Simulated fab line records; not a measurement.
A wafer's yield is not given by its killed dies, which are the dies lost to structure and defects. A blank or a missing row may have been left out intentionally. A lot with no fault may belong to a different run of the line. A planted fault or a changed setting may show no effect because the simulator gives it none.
Split-lot study | flow berkeley cmos170 | 5 lots, 23 wafers read, on a route of 331 steps

## SPLIT DETAILS
At UCB170_M2_SPUTTER_01 (material Al, target thk 900 nm, time 120 s), the setting chamber pressure pa was moved away from the recipe's 0.5 Pa on 10 of the 23 wafers read, by -14.3% to +13.2%. All remaining wafers had this setting at the recipe value.

Reading taken at the split's own step.

## THE READING
Al_of_M2_SPUTTER_01.thk nm (the simulator's own value, which no gauge read), in nm, at UCB170_M2_SPUTTER_01 (material Al, target thk 900 nm, time 120 s). No usual value for it is given in the file. Here, 13 wafers ran the recipe; their average is 896.3 nm with a standard deviation of 9.6 nm.

wafer  | tool, chamber at the split | chamber pressure pa as run, Pa | against the recipe | Al_of_M2_SPUTTER_01.thk nm, nm | against lot-mates on the recipe
L074.1 | pvd sputter-02, -          | 0.5                            | recipe             | 880.8                          | -
L074.2 | pvd sputter-02, -          | 0.5                            | recipe             | 890.5                          | -
L074.3 | pvd sputter-02, -          | 0.5                            | recipe             | 887.6                          | -
L074.4 | pvd sputter-02, -          | 0.5                            | recipe             | 895.6                          | -
L074.6 | pvd sputter-02, -          | 0.5                            | recipe             | 893.1                          | -
L077.1 | pvd sputter-03, -          | 0.5                            | recipe             | 907.7                          | -
L077.2 | pvd sputter-03, -          | 0.5                            | recipe             | 912.7                          | -
L077.3 | pvd sputter-03, -          | 0.5                            | recipe             | 905.5                          | -
L077.4 | pvd sputter-03, -          | 0.5                            | recipe             | 903.7                          | -
L077.5 | pvd sputter-03, -          | 0.5                            | recipe             | 904.9                          | -
L082.1 | pvd sputter-02, -          | 0.5661                         | +13.2%             | 869.4                          | no lot-mate on the recipe
L082.2 | pvd sputter-02, -          | 0.5661                         | +13.2%             | 872                            | no lot-mate on the recipe
L082.3 | pvd sputter-02, -          | 0.5661                         | +13.2%             | 882.6                          | no lot-mate on the recipe
L082.5 | pvd sputter-02, -          | 0.5661                         | +13.2%             | 870.7                          | no lot-mate on the recipe
L082.6 | pvd sputter-02, -          | 0.5661                         | +13.2%             | 882.3                          | no lot-mate on the recipe
L083.1 | pvd sputter-02, -          | 0.4286                         | -14.3%             | 936.9                          | no lot-mate on the recipe
L083.2 | pvd sputter-02, -          | 0.4286                         | -14.3%             | 950.3                          | no lot-mate on the recipe
L083.3 | pvd sputter-02, -          | 0.4286                         | -14.3%             | 939.9                          | no lot-mate on the recipe
L083.5 | pvd sputter-02, -          | 0.4286                         | -14.3%             | 948.2                          | no lot-mate on the recipe
L083.6 | pvd sputter-02, -          | 0.4286                         | -14.3%             | 939.3                          | no lot-mate on the recipe
L085.2 | pvd sputter-02, -          | 0.5                            | recipe             | 883.1                          | -
L085.4 | pvd sputter-02, -          | 0.5                            | recipe             | 896.3                          | -
L085.5 | pvd sputter-02, -          | 0.5                            | recipe             | 889.8                          | -

THE FIT
A straight line over all 23 wafers: Al_of_M2_SPUTTER_01.thk nm changes by -2.47 nm for each +1% of chamber pressure pa; r = -0.91; the points scatter about the line by 10 nm.
Too few moved wafers have a lot-mate on the recipe to fit a line with each lot's own level taken away.

## FILE'S OWN FIT
Al_of_M2_SPUTTER_01.thk nm changes by -2.47 nm for each +1% of chamber pressure pa, r = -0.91.
